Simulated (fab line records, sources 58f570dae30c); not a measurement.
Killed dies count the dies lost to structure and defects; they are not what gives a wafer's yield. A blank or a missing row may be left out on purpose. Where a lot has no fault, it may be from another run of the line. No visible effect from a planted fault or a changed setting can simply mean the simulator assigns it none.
Which tool did it? ; flow berkeley-cmos170 ; 42 wafers from 14 lots sampled at 6 of the route's 331 steps

WHAT THE GAUGES SHOWED, per wafer
UCB170_ACTIVE_THK_MEAS_03.
lot;measured;on;ACTIVE_OXIDE_THK (nm)
L152;day 4 10:41;film-metro-04;26.2 26.4 26.3
L151;day 4 10:41;film-metro-02;26.0 26.2 26.0
L154;day 4 23:13;film-metro-01;25.8 25.9 25.9
L153;day 4 23:14;film-metro-02;27.2 27.2 26.9
L155;day 4 23:14;film-metro-04;27.0 27.2 27.2
L158;day 5 10:25;film-metro-01;27.5 27.5 27.6
L164;day 7 04:19;film-metro-01;27.1 26.9 27.1
L165;day 7 19:11;film-metro-02;27.9 27.9 27.6
L166;day 7 19:11;film-metro-04;26.7 26.8 26.9
L167;day 7 19:13;film-metro-01;26.1 26.3 26.2
L168;day 8 09:06;film-metro-04;26.9 26.6 26.9
L169;day 8 09:06;film-metro-02;26.9 26.5 26.3
L171;day 8 22:18;film-metro-01;26.5 26.6 26.9
L173;day 8 22:19;film-metro-02;26.3 26.3 26.4

UCB170_NLDD_CD_MEAS_06 targets a cd of 1200 nm.
lot;measured;on;cd-nm (nm)
L152;day 7 06:31;cd-sem-02;1202.2 1201.6 1200.9
L151;day 7 05:53;cd-sem-01;1200.0 1198.9 1199.4
L154;day 8 02:38;cd-sem-02;1197.9 1199.1 1198.1
L153;day 8 02:44;cd-sem-01;1201.8 1201.0 1200.0
L155;day 8 02:56;cd-sem-01;1198.6 1198.9 1197.6
L158;day 8 10:13;cd-sem-02;1201.1 1199.6 1200.3
L164;day 9 21:34;cd-sem-02;1200.1 1201.2 1200.1
L165;day 10 15:41;cd-sem-01;1201.7 1202.1 1203.8
L166;day 10 15:48;cd-sem-01;1200.3 1201.1 1201.1
L167;day 10 15:46;cd-sem-02;1199.4 1201.7 1200.2
L168;day 11 10:28;cd-sem-02;1198.0 1198.6 1200.2
L169;day 11 12:20;cd-sem-02;1199.7 1200.5 1198.7
L171;day 11 18:52;cd-sem-01;1198.7 1199.7 1198.4
L173;day 11 20:37;cd-sem-02;1197.5 1197.7 1198.0

UCB170_NSD_OVL_MEAS_07.
lot;measured;on;NSD_OVL (nm)
L152;day 7 18:44;overlay-01;-9 -8 -4
L151;day 7 18:34;overlay-02;-14 -9 -15
L154;day 8 11:32;overlay-01;-9 -15 -10
L153;day 8 11:47;overlay-01;-12 -12 -10
L155;day 8 11:40;overlay-02;-7 -5 -3
L158;day 8 21:32;overlay-01;1 -2 -5
L164;day 10 06:57;overlay-01;-3 -5 -3
L165;day 11 05:53;overlay-01;-15 -16 -19
L166;day 11 05:42;overlay-02;-12 -8 -6
L167;day 11 06:00;overlay-02;-2 -2 3
L168;day 11 21:07;overlay-01;-14 -10 -12
L169;day 11 20:09;overlay-01;0 -2 -7
L171;day 12 07:01;overlay-02;-2 -5 -1
L173;day 12 07:09;overlay-02;-7 -6 7

UCB170_SDANNEAL_RS_MEAS_02: uses a four-point probe to measure.
lot;measured;on;PSD_RS (ohm/sq)
L152;day 7 20:08;film-metro-04;75.34 75.09 75.11
L151;day 7 19:59;film-metro-01;75.27 75.35 75.11
L154;day 8 12:59;film-metro-01;75.48 75.48 75.47
L153;day 8 13:21;film-metro-04;75.62 75.67 75.51
L155;day 8 13:10;film-metro-02;74.71 75.10 75.02
L158;day 8 23:52;film-metro-04;75.20 75.21 75.31
L164;day 10 08:40;film-metro-04;83.93 84.36 84.00
L165;day 11 07:49;film-metro-04;84.41 84.44 84.38
L166;day 11 07:27;film-metro-01;75.13 75.01 74.85
L167;day 11 07:59;film-metro-02;75.09 75.13 75.01
L168;day 11 22:47;film-metro-02;75.33 75.56 75.55
L169;day 11 21:51;film-metro-02;75.81 75.64 75.73
L171;day 12 08:23;film-metro-02;75.31 75.52 75.27
L173;day 12 08:38;film-metro-01;75.63 75.82 75.94

UCB170_SDANNEAL_RS_MEAS_03: uses a four-point probe to measure.
lot;measured;on;NSD_RS (ohm/sq)
L152;day 7 20:15;film-metro-04;37.37 37.28 37.29
L151;day 7 20:06;film-metro-01;37.28 37.28 37.25
L154;day 8 13:06;film-metro-01;37.40 37.31 37.44
L153;day 8 13:28;film-metro-04;37.35 37.27 37.35
L155;day 8 13:17;film-metro-02;37.37 37.33 37.43
L158;day 8 23:59;film-metro-04;37.26 37.43 37.20
L164;day 10 08:47;film-metro-04;38.50 38.57 38.54
L165;day 11 07:56;film-metro-04;38.63 38.57 38.53
L166;day 11 07:34;film-metro-01;37.22 37.30 37.16
L167;day 11 08:06;film-metro-02;37.28 37.34 37.38
L168;day 11 22:54;film-metro-02;37.34 37.43 37.38
L169;day 11 21:58;film-metro-02;37.16 37.17 37.12
L171;day 12 08:31;film-metro-02;37.40 37.45 37.32
L173;day 12 08:46;film-metro-01;37.50 37.36 37.44

WHICH TOOL RAN EACH LOT (tool, then ch and the chambers of the sampled wafers, then the start)
lot;UCB170_SDANNEAL_RTA_01
L152;rtp-anneal-01 ch 0, day 7 20:05
L151;rtp-anneal-02 ch 0, day 7 19:55
L154;rtp-anneal-01 ch 0, day 8 12:55
L153;rtp-anneal-01 ch 0, day 8 13:17
L155;rtp-anneal-02 ch 0, day 8 13:06
L158;rtp-anneal-01 ch 0, day 8 23:49
L164;rtp-anneal-02 ch 0, day 10 08:36
L165;rtp-anneal-02 ch 0, day 11 07:45
L166;rtp-anneal-01 ch 0, day 11 07:23
L167;rtp-anneal-01 ch 0, day 11 07:53
L168;rtp-anneal-01 ch 0, day 11 22:43
L169;rtp-anneal-01 ch 0, day 11 21:47
L171;rtp-anneal-01 ch 0, day 12 08:20
L173;rtp-anneal-01 ch 0, day 12 08:32
- UCB170_SDANNEAL_RTA_01: time 5 s.

WHAT THE TOOLS THEMSELVES READ (means of the sampled wafers that have a number; where no wafer has one, the mark that the record gives instead)
UCB170_SDANNEAL_RTA_01.
lot;tool;lamp-power-pct (%);wafer_temp_C_max
L152;rtp-anneal-01;30;1055.9
L151;rtp-anneal-02;39;1056.2
L154;rtp-anneal-01;30;1055.2
L153;rtp-anneal-01;30;1056.2
L155;rtp-anneal-02;39;1056.2
L158;rtp-anneal-01;30;1056.5
L164;rtp-anneal-02;37;1056.5
L165;rtp-anneal-02;37;1055.4
L166;rtp-anneal-01;30;1055.6
L167;rtp-anneal-01;30;1056.7
L168;rtp-anneal-01;30;1056.7
L169;rtp-anneal-01;30;1056.5
L171;rtp-anneal-01;30;1056.1
L173;rtp-anneal-01;30;1056.5

THE ANSWER, worked out from the rows above alone
Rule: what is usual is taken from the lots themselves. The widest of any qualifying gaps counts: lots, ordered by their means at a reading, are off when they make up no more than a third of the lots, leave a main group of 4 or more, and stand apart from it by 3 or more times the standard deviation of that group's means. The tables above print the reading to a certain number of digits; a main group whose means all agree to those digits is not used. Also off: a lot with no number at a reading for which 4 or more lots have one. Any other lot the step has rows for is counted as sound. Order of review: gauges by route order, followed by the tools' own readings, for which a lot's mean as printed above is used. At the first step where some lot is off, the reading lying furthest off is the one used; lots without a number count as furthest.
Off: at UCB170_SDANNEAL_RS_MEAS_02 (PSD_RS), L164, L165. The main group: mean 75.34 ohm/sq, standard deviation 0.27.
A tool fits if, at a process step before that reading, it ran every lot that is off, and no sound lot after the first of them. Those tools and the gauges at UCB170_SDANNEAL_RS_MEAS_02 are tried in the same way. This does not decide it: 2 tools fit, namely rtp-anneal-02 at UCB170_SDANNEAL_RTA_01 and film-metro-04 at UCB170_SDANNEAL_RS_MEAS_02.

WHAT HAD BEEN PUT IN BY THE SIMULATOR
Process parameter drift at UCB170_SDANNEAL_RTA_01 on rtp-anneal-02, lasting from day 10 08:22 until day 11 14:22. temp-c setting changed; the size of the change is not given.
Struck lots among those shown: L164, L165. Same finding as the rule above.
